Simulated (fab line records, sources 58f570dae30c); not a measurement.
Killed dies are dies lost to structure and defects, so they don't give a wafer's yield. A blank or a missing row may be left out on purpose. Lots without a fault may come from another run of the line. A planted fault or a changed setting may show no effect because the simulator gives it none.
Which tool did it? | flow berkeley_cmos170 | 24 lots, 72 wafers sampled, at 2 steps of a route of 331

WHAT THE GAUGES READ, wafer by wafer
UCB170_START_THK_MEAS_03. Usual: START_OXIDE_THK 19.9 nm, standard deviation 0.42.
lot  | measured    | on            | START_OXIDE_THK (nm) | flag
L074 | day 1 19:06 | film_metro-03 | 19.9 19.6 19.9       |
L075 | day 1 19:07 | film_metro-01 | 19.6 19.4 19.3       |
L076 | day 2 06:29 | film_metro-03 | 19.3 19.5 19.4       |
L077 | day 2 06:29 | film_metro-02 | 20.3 20.2 20.1       |
L079 | day 2 19:35 | film_metro-03 | 19.9 20.4 20.2       |
L080 | day 2 19:35 | film_metro-01 | 20.5 20.6 20.4       |
L078 | day 2 19:36 | film_metro-02 | 19.6 20.2 20.1       |
L081 | day 3 04:35 | film_metro-02 | 20.4 20.7 20.9       |
L082 | day 3 09:00 | film_metro-03 | 20.1 20.1 19.8       |
L083 | day 3 09:01 | film_metro-01 | 19.9 20.0 20.0       |
L084 | day 3 17:46 | film_metro-01 | 19.3 19.7 19.6       |
L085 | day 3 22:44 | film_metro-01 | 20.3 20.1 19.9       |
L086 | day 4 03:46 | film_metro-02 | 19.4 19.8 19.4       |
L087 | day 4 07:36 | film_metro-02 | 20.0 19.6 19.8       |
L089 | day 4 16:05 | film_metro-03 | 19.1 19.0 19.0       |
L088 | day 4 16:06 | film_metro-01 | 19.5 19.8 19.7       |
L090 | day 4 22:29 | film_metro-03 | 19.9 19.7 20.0       |
L091 | day 5 05:54 | film_metro-03 | 19.8 20.2 20.1       |
L092 | day 5 05:54 | film_metro-01 | 19.9 20.0 20.0       |
L093 | day 5 14:56 | film_metro-03 | 21.1 20.7 21.0       |
L094 | day 5 20:57 | film_metro-01 | 20.1 20.1 20.1       |
L095 | day 5 20:58 | film_metro-03 | 19.7 19.8 19.6       |
L097 | day 6 07:38 | film_metro-03 | 19.7 20.2 19.9       |
L096 | day 6 07:40 | film_metro-01 | 19.5 19.7 19.8       |

UCB170_PWELL_OVL_MEAS_13. Usual: PWELL_OVL -2 nm, standard deviation 5.1.
lot  | measured    | on         | PWELL_OVL (nm) | flag
L074 | day 3 19:50 | overlay-02 | -3 0 -1        |
L075 | day 3 19:38 | overlay-01 | 4 1 -2         |
L076 | day 4 07:28 | overlay-02 | 4 -10 0        |
L077 | day 4 07:32 | overlay-01 | -3 1 -3        |
L079 | day 4 14:01 | overlay-01 | -3 -1 -12      |
L080 | day 4 13:18 | overlay-01 | -9 -15 -13     |
L078 | day 4 13:38 | overlay-02 | 4 3 0          |
L081 | day 4 23:32 | overlay-01 | -5 -4 -3       |
L082 | day 4 23:22 | overlay-02 | -2 -2 -5       |
L083 | day 4 23:06 | overlay-01 | -7 -4 -3       |
L084 | day 5 14:40 | overlay-02 | -8 -6 -5       |
L085 | day 5 14:57 | overlay-02 | -4 0 3         |
L086 | day 6 00:09 | overlay-02 | -6 -7 -10      |
L087 | day 6 00:26 | overlay-02 | 2 2 -2         |
L089 | day 6 12:31 | overlay-01 | -1 -7 -6       |
L088 | day 6 12:14 | overlay-01 | 0 -10 0        |
L090 | day 6 16:47 | overlay-01 | -1 0 -4        |
L091 | day 7 00:17 | overlay-02 | -5 5 -5        |
L092 | day 7 00:50 | overlay-01 | -14 -11 -11    |
L093 | day 7 14:49 | overlay-01 | 1 2 0          |
L094 | day 7 14:58 | overlay-01 | -3 0 0         |
L095 | day 7 15:06 | overlay-01 | -1 4 5         |
L097 | day 7 22:40 | overlay-01 | 10 6 7         |
L096 | day 7 22:39 | overlay-02 | 0 -2 2         |

WHICH TOOL RAN EACH LOT (tool, then ch and the chambers of the sampled wafers, then the start)
The record holds no process step before these readings.

WHAT THE TOOLS THEMSELVES READ (means of the sampled wafers that have a number; where no wafer has one, the mark that the record gives instead)
The record holds no such reading with a usual standard deviation.

THE ANSWER, worked out from the rows above alone
Rule: a lot is off if the mean of its wafers that have a number lies more than 3 standard deviations from the usual mean. A lot without any number at a reading at which 4 lots or more have one is off too. The other lots that the step has rows for count as sound. The gauges are gone through in route order, then the tools' own readings, and for those a lot's mean is taken as printed above. The first step at which some lot is off is used, and at that step the reading that is off furthest; a lot without a number counts as furthest.
No lot is off at any reading shown: from this, nothing can be told.

WHAT THE SIMULATOR HAD PUT IN
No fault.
